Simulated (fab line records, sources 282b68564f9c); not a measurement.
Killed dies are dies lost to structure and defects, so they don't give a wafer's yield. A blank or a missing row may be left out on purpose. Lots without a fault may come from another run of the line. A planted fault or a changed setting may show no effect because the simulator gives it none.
Which tool did it? | flow rit_cmos | 13 lots, 39 wafers sampled, at 3 steps of a route of 202

WHAT THE GAUGES READ, wafer by wafer
RIT_SILICIDE_RS_MEAS_02: measures by four-point-probe. Usual: SILICIDE_TI_RS 47.6 ohm/sq, standard deviation 0.67.
lot  | measured    | on            | SILICIDE_TI_RS (ohm/sq) | flag
L991 | day 3 11:39 | film_metro-04 | 46.7 46.4 46.2          |
L992 | day 3 14:49 | film_metro-01 | 48.5 48.9 48.6          |
L993 | day 3 22:34 | film_metro-01 | 47.1 46.7 47.3          |
L994 | day 4 00:58 | film_metro-01 | 47.8 48.1 48.2          |
L996 | day 4 10:54 | film_metro-02 | 47.9 47.3 47.6          |
L999 | day 5 06:05 | film_metro-04 | 45.7 42.3 46.3          | OFF
L104 | day 6 07:34 | film_metro-01 | 47.1 46.8 47.1          |
L106 | day 6 16:26 | film_metro-04 | 47.5 47.4 47.6          |
L108 | day 7 01:29 | film_metro-02 | 47.8 47.9 47.9          |
L110 | day 7 13:37 | film_metro-01 | 47.4 47.5 47.6          |
L111 | day 7 18:43 | film_metro-02 | 48.0 47.5 47.5          |
L112 | day 7 20:19 | film_metro-02 | 49.1 48.9 48.7          |
L113 | day 8 04:28 | film_metro-01 | 47.6 47.5 47.7          |

RIT_SILICIDE_THK_MEAS_03: measures by xrf. Usual: SILICIDE_TI_THK 30.6 nm, standard deviation 0.37.
lot  | measured    | on            | SILICIDE_TI_THK (nm) | flag
L991 | day 3 11:46 | film_metro-04 | 30.9 31.1 31.3       |
L992 | day 3 14:56 | film_metro-01 | 30.3 29.9 30.2       |
L993 | day 3 22:41 | film_metro-01 | 31.1 31.2 30.9       |
L994 | day 4 01:04 | film_metro-01 | 30.5 30.4 30.2       |
L996 | day 4 11:01 | film_metro-02 | 30.5 30.9 30.6       |
L999 | day 5 06:13 | film_metro-04 | 31.6 33.5 31.2       | OFF
L104 | day 6 07:40 | film_metro-01 | 31.0 31.1 31.1       |
L106 | day 6 16:33 | film_metro-04 | 30.5 30.7 30.4       |
L108 | day 7 01:36 | film_metro-02 | 30.5 30.5 30.6       |
L110 | day 7 13:44 | film_metro-01 | 30.8 30.8 30.5       |
L111 | day 7 18:50 | film_metro-02 | 30.2 30.5 30.4       |
L112 | day 7 20:24 | film_metro-02 | 29.8 29.9 30.2       |
L113 | day 8 04:34 | film_metro-01 | 30.5 30.2 30.5       |

WHICH TOOL RAN EACH LOT (tool, then ch and the chambers of the sampled wafers, then the start)
lot  | RIT_SILICIDE_SPUTTER_01
L991 | pvd_sputter-02, day 3 11:30
L992 | pvd_sputter-03, day 3 14:39
L993 | pvd_sputter-02, day 3 22:22
L994 | pvd_sputter-03, day 4 00:47
L996 | pvd_sputter-01, day 4 10:44
L999 | pvd_sputter-02, day 5 05:56
L104 | pvd_sputter-01, day 6 07:23
L106 | pvd_sputter-01, day 6 16:16
L108 | pvd_sputter-01, day 7 01:20
L110 | pvd_sputter-01, day 7 13:28
L111 | pvd_sputter-02, day 7 18:34
L112 | pvd_sputter-03, day 7 20:06
L113 | pvd_sputter-02, day 8 04:17
- RIT_SILICIDE_SPUTTER_01: material Ti, target thk 30 nm, time 240 s.

WHAT THE TOOLS THEMSELVES READ (means of the sampled wafers that have a number; where no wafer has one, the mark that the record gives instead)
RIT_SILICIDE_SPUTTER_01. Usual: throttle_valve_pct 30.0 %, standard deviation 0.98.
lot  | tool           | throttle_valve_pct (%) | flag
L991 | pvd_sputter-02 | 29.6                   |
L992 | pvd_sputter-03 | 30.4                   |
L993 | pvd_sputter-02 | 30.6                   |
L994 | pvd_sputter-03 | 31.1                   |
L996 | pvd_sputter-01 | 30.3                   |
L999 | pvd_sputter-02 | 29.5                   |
L104 | pvd_sputter-01 | 29.8                   |
L106 | pvd_sputter-01 | 28.8                   |
L108 | pvd_sputter-01 | 29.4                   |
L110 | pvd_sputter-01 | 29.5                   |
L111 | pvd_sputter-02 | 29.9                   |
L112 | pvd_sputter-03 | 29.5                   |
L113 | pvd_sputter-02 | 30.3                   |

THE ANSWER, worked out from the rows above alone
Rule: a lot is off if the mean of its wafers that have a number lies more than 3 standard deviations from the usual mean. A lot without any number at a reading at which 4 lots or more have one is off too. The other lots that the step has rows for count as sound. The gauges are gone through in route order, then the tools' own readings, and for those a lot's mean is taken as printed above. The first step at which some lot is off is used, and at that step the reading that is off furthest; a lot without a number counts as furthest.
Off: L999, at RIT_SILICIDE_RS_MEAS_02 (SILICIDE_TI_RS).
A tool fits if, at a process step before that reading, it ran every lot that is off, and no sound lot after the first of them. The gauges at RIT_SILICIDE_RS_MEAS_02 are tried like those tools. None of those tried fits.

WHAT THE SIMULATOR HAD PUT IN
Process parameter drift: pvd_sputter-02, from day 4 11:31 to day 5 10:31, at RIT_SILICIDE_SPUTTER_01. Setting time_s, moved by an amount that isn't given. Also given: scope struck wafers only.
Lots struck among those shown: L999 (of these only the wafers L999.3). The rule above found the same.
